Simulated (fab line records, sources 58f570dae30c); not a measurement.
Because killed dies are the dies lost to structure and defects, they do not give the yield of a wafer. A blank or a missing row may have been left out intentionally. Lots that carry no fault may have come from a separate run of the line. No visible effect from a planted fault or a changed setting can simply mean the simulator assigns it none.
Chamber matching | flow berkeleyCmos170 | UCB170_WELLDRIVE_WET_ETCH_04 on wetBench-01: 4 sister chambers
The step etches SiO2 in BOE, time 120 s. 8 wafers are shown with their chamber, then 7 later ones without.

## EACH WAFER AND ITS CHAMBER
wafer  | chamber | bathHeatDutyPct (%)
L536.3 | 2       | 6.1
L536.6 | 2       | 6.6
L539.2 | 1       | 6.4
L539.5 | 1       | 5.7
L540.4 | 3       | 5.5
L540.6 | 3       | 5.2
L545.2 | 0       | 7.0
L545.5 | 0       | 6.4

## WAFERS WITH NO CHAMBER GIVEN
wafer  | bathHeatDutyPct (%)
L545.6 | 6.2
L546.1 | 7.0
L546.2 | 7.1
L546.3 | 6.5
L556.1 | 5.9
L556.4 | 5.4
L556.5 | 5.8

## WHICH CHAMBER EACH WENT THROUGH
wafer  | from the rows above               | in truth
L545.6 | can't be placed: 1 or 2 or 0 or 3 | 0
L546.1 | can't be placed: 0 or 2 or 1      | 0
L546.2 | can't be placed: 0 or 2 or 1      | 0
L546.3 | can't be placed: 2 or 0 or 1      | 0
L556.1 | can't be placed: 1 or 2 or 3 or 0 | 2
L556.4 | can't be placed: 3 or 1           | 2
L556.5 | can't be placed: 1 or 3 or 2 or 0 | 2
Placed correctly: 0 of 7. These rows do not allow placing 7 (true chamber among the candidates in 6). Number placed wrongly: 0.
How it was worked out, from the rows above alone: a wafer's distance from a chamber is the root of the sum, over the readings, of the square of ((its reading less the chamber's mean) divided by the reading's scatter). The wafer belongs to the nearest chamber; if the next one is less than 2 further off, it can't be placed. Each chamber's mean is taken over the wafers shown for it. The scatter is the square root of a quotient: the sum, over the shown wafers, of each reading's squared deviation from its chamber's mean, divided by wafers minus chambers.
